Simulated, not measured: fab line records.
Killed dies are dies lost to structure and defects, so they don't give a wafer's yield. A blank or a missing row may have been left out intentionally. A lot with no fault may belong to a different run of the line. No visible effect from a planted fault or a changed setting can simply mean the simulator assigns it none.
A lot that was struck, set against a sound lot	flow berkeleyCmos170	19 out of 331 route steps
Sound: these wafers, L599.2, L599.3, L599.5. The struck wafers were L613.1, L613.3, L613.5. Last of all comes the cause.
At each step with rows: each side's tool, then ch and its chambers, then its first start. Under that, the readings that differ: sound wafers	struck wafers	difference of the means	sigmas: that difference in standard deviations of wafers without a fault.
alike: a reading whose means differ by less than 2 such deviations, as well as words and numbers matching on both sides. not compared: withheld readings; readings where some wafer has no value; bounds like >300 that might hide an equal value; numbers whose values overlap and for which the record gives no deviation.
The two part at a step that has a row with sigmas, a row that says differs or no value, or rows on one side only. When numbers do not overlap yet have no deviation, they are printed without sigmas and do not part them. Lack of a reading on every wafer of one side parts them only where that side has two or more wafers.

first, 2 steps without rows for these wafers: UCB170_NLDD_IMPLANT_08; UCB170_NLDD_IMPLANT_09.
UCB170_NLDD_STRIP_10: strips in O2.
  sound on plasmaAsher-02 ch 0,1, day 8 00:55; struck on plasmaAsher-03 ch 0,1, day 11 02:31
  alike: drypumpMotorCurrentA, oesProductAu, stripTimeToEndpointS
  not compared: rfHoursCounterH
UCB170_NLDD_TW_MEAS_11:
  sound: filmMetro-04 at day 8 01:01; struck: filmMetro-01 at day 11 02:37
  alike: NLDD_TW
then, 1 step without rows for these wafers: UCB170_NLDD_CLEAN_12 (cleans in SPM, time 600 s).
UCB170_SPACER_CVD_00: deposits SiO2 from TEOS/O2, target thk 376 nm, time 47 s.
  sound on pecvd-04 ch 0,2, day 8 01:31; struck on pecvd-03 ch 0,2, day 11 03:07
  alike: heaterPowerW, susceptorTempC
UCB170_SPACER_THK_MEAS_01:
  sound: filmMetro-01 at day 8 01:34; struck: filmMetro-03 at day 11 03:10
  alike: SPACER_TEOS_THK
then, 1 step without rows for these wafers: UCB170_SPACER_ANNEAL_02 (time 1800 s).
UCB170_SPACER_ETCHBACK_03: etches SiO2 in CHF3/CF4/Ar, stops on Si, target depth 376 nm, time 100 s.
  sound on rieDiel-02 ch 1,2, day 8 06:58; struck on rieDiel-02 ch 1,2,3, day 11 09:12
  alike: drypumpMotorCurrentA, oesProductAu, throttleValvePct
  not compared: rfHoursCounterH
then, 3 steps without rows for these wafers: UCB170_PSD_HMDS_00 (prime time 60 s); UCB170_PSD_COAT_01 (resist thk 900 nm); UCB170_PSD_SOFTBAKE_02 (time 60 s).
UCB170_PSD_EXPOSE_03: exposes mask PSELECT MOD, target cd 1200 nm.
  sound on krfScanner-01 ch 0, day 8 07:51; struck on krfScanner-01 ch 0, day 11 10:26
reading	sound	struck	difference	sigmas
model.PSD.overlayXNm (nm)	-1.65 -1.65 -1.65	248.6 248.6 248.6	+250.2	
  alike: mask
UCB170_PSD_PEB_04:
  sound on lithoTrack-04 ch 0, day 8 08:19; struck on lithoTrack-02 ch 0, day 11 10:43
  alike: exhaustPa, plateSensorTCentreC, plateSensorTEdgeC, resistLineTempC
then, 1 step without rows for these wafers: UCB170_PSD_DEVELOP_05 (develop time 45 s).
UCB170_PSD_CD_MEAS_06: the cd target is 1200 nm.
  sound: cdSem-02 at day 8 08:35; struck: cdSem-01 at day 11 10:59
  alike: cdNm
UCB170_PSD_OVL_MEAS_07:
  sound: overlay-02 at day 8 08:41; struck: overlay-01 at day 11 11:07
reading	sound	struck	difference	sigmas
PSD_OVL (nm)	-1 -3 -4	248 245 250	+250	+53
then, 1 step without rows for these wafers: UCB170_PSD_IMPLANT_08.
UCB170_M3_PROBE_99:
  sound: prober-02 at day 9 09:23; struck: prober-01 at day 12 14:53
reading	sound	struck	difference	sigmas
model.etest.selectEdgeDiodeP.leakLog10A (angstrom)	-12.21 -12.12 -12.17	-9.101 -9.391 -9.245	+2.921	

## WHERE THEY PART
At UCB170_PSD_OVL_MEAS_07 and nowhere else, as far as this record goes.

WHY: whatever the simulator had introduced
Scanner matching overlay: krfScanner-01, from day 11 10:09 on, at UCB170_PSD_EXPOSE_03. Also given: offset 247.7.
